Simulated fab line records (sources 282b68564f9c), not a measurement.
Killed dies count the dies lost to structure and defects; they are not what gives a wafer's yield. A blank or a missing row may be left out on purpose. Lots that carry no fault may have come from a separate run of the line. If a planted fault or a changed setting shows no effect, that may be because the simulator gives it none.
Check of tool commonality ; flow rit-cmos ; Sampled: 14 lots, 54 wafers

## WHY IT WAS OPENED
At RIT_GATE_THK_MEAS_09 the reading GATE_POLY_THK is flagged on 4 of 14 lots. Wafers without a fault read 253.9 nm, standard deviation 2.6.
Rule: a lot is flagged in two cases, either no wafer of it has a number, or all its wafers with numbers fall more than 4 standard deviations from that mean. The other lots count as sound.

lot;measured;on;GATE_POLY_THK (nm), wafer by wafer;flag
L902;day 2 12:46;film-metro-02;252.1 250.8 251.2;
L903;day 2 19:03;film-metro-04;253.5 254.6 253.2;
L904;day 3 02:04;film-metro-03;257.0 256.0 255.9;
L905;day 3 05:52;film-metro-03;250.3 251.9 253.1;
L906;day 3 08:29;film-metro-02;128.0 128.3 127.4 127.9 128.4 127.3;FLAGGED
L907;day 3 15:28;film-metro-03;125.4 127.5 123.1 125.3 127.5 123.1;FLAGGED
L909;day 3 23:42;film-metro-03;133.3 133.7 134.2 133.2 133.7 134.1;FLAGGED
L911;day 4 09:50;film-metro-02;128.6 130.6 128.8 128.7 130.6 128.7;FLAGGED
L916;day 5 09:35;film-metro-04;252.2 250.3 250.4;
L919;day 6 00:04;film-metro-03;252.1 253.5 251.7;
L922;day 6 16:38;film-metro-02;252.9 251.6 252.0;
L923;day 6 21:43;film-metro-02;255.1 254.8 255.1;
L924;day 7 01:52;film-metro-02;257.5 256.8 257.2;
L925;day 7 05:49;film-metro-04;253.1 253.0 249.4;
The mean of the flagged lots' numbers is 129.1 nm, -124.8 nm from the usual (-48 standard deviations).

## WHICH TOOL EACH LOT WENT THROUGH
The record keeps 1 process step preceding the reading, out of 202 steps on the route. Every cell lists first the tool, next ch and the chambers used by the sampled wafers, and last the start.
lot;flag;RIT_GATE_CVD_08
L902;;lpcvd-01 ch 1, day 2 11:08
L903;;lpcvd-02 ch 1, day 2 17:25
L904;;lpcvd-02 ch 1, day 3 00:26
L905;;lpcvd-01 ch 1, day 3 04:14
L906;FLAGGED;lpcvd-02 ch 0, day 3 06:53
L907;FLAGGED;lpcvd-02 ch 1, day 3 13:51
L909;FLAGGED;lpcvd-02 ch 1, day 3 21:17
L911;FLAGGED;lpcvd-02 ch 1, day 4 07:24
L916;;lpcvd-01 ch 1, day 5 07:58
L919;;lpcvd-01 ch 0, day 5 22:26
L922;;lpcvd-01 ch 0, day 6 15:00
L923;;lpcvd-01 ch 1, day 6 20:05
L924;;lpcvd-02 ch 1, day 7 00:14
L925;;lpcvd-01 ch 1, day 7 04:12
What these steps do:
- RIT_GATE_CVD_08: deposits poly-Si from SiH4, target thk 250 nm, time 2220 s.
- RIT_GATE_THK_MEAS_09

## FLAGGED AGAINST TOTAL, ONE TOOL AT A TIME (gauges that did the reading follow at the end)
step;tool;lots run;flagged;share of the flagged lots;sound lots run after its first flagged lot
RIT_GATE_CVD_08;lpcvd-01;7;0;none;-
RIT_GATE_CVD_08;lpcvd-02;7;4;all;1 (L924)
RIT_GATE_THK_MEAS_09;film-metro-02;6;2;some;3 (L922,L923,L924)
RIT_GATE_THK_MEAS_09;film-metro-03;5;2;some;1 (L919)
RIT_GATE_THK_MEAS_09;film-metro-04;3;0;none;-

## WHAT IS ALLOWED BY THE TABLE
In the table, 1 row covers all flagged lots: lpcvd-02 at RIT_GATE_CVD_08.
- lpcvd-02 at RIT_GATE_CVD_08: 4 of its 7 lots flagged. After the first flagged lot (L924), sound lots still ran on it; a lasting fault on the whole tool would not permit that. Its own readings (sih4-flow-sccm) fall more than 4 standard deviations out on all wafers of the flagged lots.
Every row of the table either missed a flagged lot or ran a sound lot after the first.

## WHAT THE SIMULATOR PUT IN
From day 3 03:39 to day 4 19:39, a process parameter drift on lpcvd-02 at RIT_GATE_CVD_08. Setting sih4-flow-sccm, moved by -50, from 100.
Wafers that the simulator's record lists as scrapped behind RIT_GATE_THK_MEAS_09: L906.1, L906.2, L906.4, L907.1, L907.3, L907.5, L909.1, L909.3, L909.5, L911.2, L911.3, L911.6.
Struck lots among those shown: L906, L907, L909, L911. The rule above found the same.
